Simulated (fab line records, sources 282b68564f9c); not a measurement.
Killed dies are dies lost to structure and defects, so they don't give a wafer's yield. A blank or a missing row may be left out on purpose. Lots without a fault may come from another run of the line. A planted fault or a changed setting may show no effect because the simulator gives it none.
Which tool did it? | flow rit_cmos | 13 lots, 39 wafers sampled, at 5 steps of a route of 202

WHAT THE GAUGES READ, wafer by wafer
RIT_GATE_CD_MEAS_16: target cd 150 nm. Usual: cd_nm 150.0 nm, standard deviation 2.5.
lot  | measured    | on        | cd_nm (nm)        | flag
L497 | day 2 12:22 | cd_sem-01 | 152.1 152.9 153.9 |
L499 | day 3 00:21 | cd_sem-02 | 149.1 146.6 146.3 |
L500 | day 3 04:38 | cd_sem-02 | 153.8 153.5 151.5 |
L501 | day 3 09:47 | cd_sem-02 | 148.0 150.1 152.8 |
L502 | day 3 13:39 | cd_sem-01 | 147.8 150.4 150.0 |
L504 | day 4 00:06 | cd_sem-02 | 152.2 152.5 151.4 |
L505 | day 4 12:17 | cd_sem-02 | 148.5 146.2 147.7 |
L514 | day 6 03:15 | cd_sem-02 | 150.6 151.1 151.3 |
L516 | day 6 11:11 | cd_sem-01 | 148.9 148.3 150.4 |
L517 | day 6 16:40 | cd_sem-02 | 151.0 151.2 151.6 |
L518 | day 6 21:01 | cd_sem-01 | 147.9 146.7 147.4 |
L519 | day 7 04:43 | cd_sem-02 | 147.4 147.5 147.2 |
L520 | day 7 11:17 | cd_sem-02 | 147.0 149.8 149.5 |

RIT_SDANNEAL_RS_MEAS_07: measures by four-point-probe. Usual: NLDD_RS 151.3 ohm/sq, standard deviation 0.64.
lot  | measured    | on            | NLDD_RS (ohm/sq)  | flag
L497 | day 3 01:37 | film_metro-04 | 151.4 151.0 150.8 |
L499 | day 3 13:03 | film_metro-04 | 151.4 151.4 151.3 |
L500 | day 3 17:31 | film_metro-04 | 150.0 149.8 150.0 |
L501 | day 4 00:11 | film_metro-04 | 150.3 150.1 150.2 |
L502 | day 4 04:44 | film_metro-01 | 152.1 152.1 152.0 |
L504 | day 4 13:04 | film_metro-01 | 151.4 151.4 151.8 |
L505 | day 5 03:47 | film_metro-04 | 151.2 150.8 151.4 |
L514 | day 6 16:26 | film_metro-02 | 151.8 151.7 151.3 |
L516 | day 7 00:59 | film_metro-01 | 150.5 151.2 151.2 |
L517 | day 7 05:53 | film_metro-02 | 151.8 152.0 152.1 |
L518 | day 7 10:21 | film_metro-04 | 150.8 150.9 150.5 |
L519 | day 7 17:48 | film_metro-01 | 151.5 151.5 151.0 |
L520 | day 8 00:37 | film_metro-01 | 151.4 151.6 151.7 |

RIT_SILICIDE_RS_MEAS_02: measures by four-point-probe. Usual: SILICIDE_TI_RS 48.0 ohm/sq, standard deviation 0.69.
lot  | measured    | on            | SILICIDE_TI_RS (ohm/sq) | flag
L497 | day 3 01:55 | film_metro-03 | 48.0 48.7 49.2          |
L499 | day 3 13:20 | film_metro-02 | 47.7 47.9 49.1          |
L500 | day 3 17:48 | film_metro-03 | 48.8 49.9 49.4          |
L501 | day 4 00:28 | film_metro-01 | 48.0 48.2 47.4          |
L502 | day 4 05:01 | film_metro-02 | 47.3 48.2 47.4          |
L504 | day 4 13:21 | film_metro-03 | 47.8 47.8 47.7          |
L505 | day 5 04:04 | film_metro-03 | 48.8 48.7 49.2          |
L514 | day 6 16:43 | film_metro-03 | 47.7 47.8 98.1          | OFF
L516 | day 7 01:16 | film_metro-01 | 47.7 48.0 48.5          |
L517 | day 7 06:10 | film_metro-01 | 48.9 48.9 48.5          |
L518 | day 7 10:38 | film_metro-03 | 47.7 48.0 48.6          |
L519 | day 7 18:05 | film_metro-02 | 48.1 47.3 47.1          |
L520 | day 8 00:54 | film_metro-03 | 48.3 48.6 48.8          |

RIT_SILICIDE_THK_MEAS_03: measures by xrf. Usual: SILICIDE_TI_THK 30.1 nm, standard deviation 0.37.
lot  | measured    | on            | SILICIDE_TI_THK (nm) | flag
L497 | day 3 02:02 | film_metro-03 | 30.3 30.0 29.7       |
L499 | day 3 13:26 | film_metro-02 | 30.0 29.9 29.4       |
L500 | day 3 17:54 | film_metro-03 | 29.8 29.4 29.6       |
L501 | day 4 00:35 | film_metro-01 | 30.1 30.1 30.4       |
L502 | day 4 05:07 | film_metro-02 | 30.4 30.0 30.4       |
L504 | day 4 13:28 | film_metro-03 | 30.3 30.4 30.5       |
L505 | day 5 04:11 | film_metro-03 | 29.8 29.9 29.6       |
L514 | day 6 16:50 | film_metro-03 | 30.4 30.4 17.3       | OFF
L516 | day 7 01:23 | film_metro-01 | 30.1 30.0 29.7       |
L517 | day 7 06:16 | film_metro-01 | 29.6 29.6 29.8       |
L518 | day 7 10:45 | film_metro-03 | 30.3 30.2 29.9       |
L519 | day 7 18:11 | film_metro-02 | 29.9 30.4 30.6       |
L520 | day 8 01:01 | film_metro-03 | 29.9 29.9 29.7       |

WHICH TOOL RAN EACH LOT (tool, then ch and the chambers of the sampled wafers, then the start)
lot  | RIT_SILICIDE_SPUTTER_01
L497 | pvd_sputter-01, day 3 01:46
L499 | pvd_sputter-01, day 3 13:08
L500 | pvd_sputter-04, day 3 17:37
L501 | pvd_sputter-01, day 4 00:19
L502 | pvd_sputter-04, day 4 04:49
L504 | pvd_sputter-04, day 4 13:12
L505 | pvd_sputter-01, day 5 03:54
L514 | pvd_sputter-04, day 6 16:33
L516 | pvd_sputter-02, day 7 01:07
L517 | pvd_sputter-01, day 7 05:58
L518 | pvd_sputter-02, day 7 10:29
L519 | pvd_sputter-01, day 7 17:55
L520 | pvd_sputter-02, day 8 00:44
- RIT_SILICIDE_SPUTTER_01: material Ti, target thk 30 nm, time 240 s.

WHAT THE TOOLS THEMSELVES READ (means of the sampled wafers that have a number; where no wafer has one, the mark that the record gives instead)
RIT_SILICIDE_SPUTTER_01. Usual: throttle_valve_pct 30.3 %, standard deviation 1.5.
lot  | tool           | throttle_valve_pct (%) | flag
L497 | pvd_sputter-01 | 29.1                   |
L499 | pvd_sputter-01 | 29.8                   |
L500 | pvd_sputter-04 | 29.6                   |
L501 | pvd_sputter-01 | 30.9                   |
L502 | pvd_sputter-04 | 30.6                   |
L504 | pvd_sputter-04 | 31.5                   |
L505 | pvd_sputter-01 | 29.4                   |
L514 | pvd_sputter-04 | 31.8                   |
L516 | pvd_sputter-02 | 30.6                   |
L517 | pvd_sputter-01 | 30.9                   |
L518 | pvd_sputter-02 | 30.6                   |
L519 | pvd_sputter-01 | 30.4                   |
L520 | pvd_sputter-02 | 30.2                   |

THE ANSWER, worked out from the rows above alone
Rule: a lot is off if the mean of its wafers that have a number lies more than 3 standard deviations from the usual mean. A lot without any number at a reading at which 4 lots or more have one is off too. The other lots that the step has rows for count as sound. The gauges are gone through in route order, then the tools' own readings, and for those a lot's mean is taken as printed above. The first step at which some lot is off is used, and at that step the reading that is off furthest; a lot without a number counts as furthest.
Off: L514, at RIT_SILICIDE_RS_MEAS_02 (SILICIDE_TI_RS).
A tool fits if, at a process step before that reading, it ran every lot that is off, and no sound lot after the first of them. The gauges at RIT_SILICIDE_RS_MEAS_02 are tried like those tools. One fits: pvd_sputter-04 at RIT_SILICIDE_SPUTTER_01. Its last sound lot is L504 (day 4 13:12), its first lot that is off L514 (day 6 16:33): a fault that began between those two fits.

WHAT THE SIMULATOR HAD PUT IN
Process parameter drift: pvd_sputter-04, from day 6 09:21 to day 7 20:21, at RIT_SILICIDE_SPUTTER_01. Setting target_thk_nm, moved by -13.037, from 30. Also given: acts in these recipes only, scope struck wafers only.
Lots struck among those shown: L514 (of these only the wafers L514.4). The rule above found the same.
